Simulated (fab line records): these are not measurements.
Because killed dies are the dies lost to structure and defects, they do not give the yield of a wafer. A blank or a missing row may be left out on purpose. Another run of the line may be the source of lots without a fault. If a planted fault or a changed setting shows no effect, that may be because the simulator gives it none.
The same fault as seen by 2 desks / flow berkeleyCmos170 / each desk holds nothing but its own numbers, with what lay behind them at the end

THE TOOL OWNER'S DESK: lithoTrack-01
The tool's own readings at UCB170_M2_PEB_13, given as means over the sampled wafers that have a number, one for each lot that went through this tool. Any lot whose mean is over 4 standard deviations away from the usual mean is out of limits and marked OUT; that distance is given in the brackets.
Columns: A = heaterPowerTotalW at UCB170_M2_PEB_13, usual 56.80 W; B = plateTempC at UCB170_M2_PEB_13, usual 130.00 C
lot=L181; first seen here=day 8 13:00; A=56.86; B=129.89
lot=L180; first seen here=day 9 01:00; A=56.81; B=130.00
lot=L183; first seen here=day 9 13:11; A=55.74 (-24) OUT; B=128.33 (-9.3) OUT
lot=L182; first seen here=day 9 13:43; A=55.72 (-24) OUT; B=127.75 (-12) OUT
This desk's verdict: out of limits on L182, L183, starting with L183 at day 9 13:11 (heaterPowerTotalW at UCB170_M2_PEB_13). Within limits: L181, L180.

METROLOGY DESK
What the gauges read, lot by lot, whatever tool the lot ran on: means of the sampled wafers that have a number. Any lot whose mean is over 4 standard deviations away from the usual mean is out of limits and marked OUT; that distance is given in the brackets.
Columns: A = cdNm at UCB170_M2_CD_MEAS_15, usual 699.8 nm
lot=L181; first seen here=day 8 14:15; A=700.3
lot=L178; first seen here=day 8 14:41; A=700.6
lot=L177; first seen here=day 8 15:49; A=698.2
lot=L180; first seen here=day 9 01:31; A=698.7
lot=L179; first seen here=day 9 01:39; A=702.3
lot=L183; first seen here=day 9 13:28; A=713.1 (+12) OUT
lot=L182; first seen here=day 9 13:59; A=712.8 (+12) OUT
lot=L190; first seen here=day 10 19:56; A=699.6
lot=L192; first seen here=day 11 02:45; A=699.2
lot=L193; first seen here=day 11 06:49; A=699.3
lot=L195; first seen here=day 11 20:50; A=699.8
lot=L196; first seen here=day 11 22:06; A=700.8
lot=L197; first seen here=day 12 09:47; A=699.3
lot=L199; first seen here=day 12 22:19; A=700.3
This desk's verdict: out of limits on L182, L183, starting with L183 at day 9 13:28 (cdNm at UCB170_M2_CD_MEAS_15). Within limits: L181, L178, L177, L180, L179, L190, L192, L193, L195, L196, L197, L199.

ALL TOGETHER
The tool owner's desk had the chance to raise an alarm at day 9 13:11 on L182, L183.
An alarm was possible from the metrology desk at day 9 13:28, on L182, L183.
On lithoTrack-01, each named lot ran UCB170_M2_PEB_13.

WHAT THE SIMULATOR HAD PUT IN
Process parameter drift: lithoTrack-01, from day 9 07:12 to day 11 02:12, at UCB170_M2_PEB_13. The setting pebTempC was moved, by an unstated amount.
Struck lots among those shown: L182, L183.
Fault start to first reading out of limits, in hours, per desk: tool owner, 6; metrology, 6.
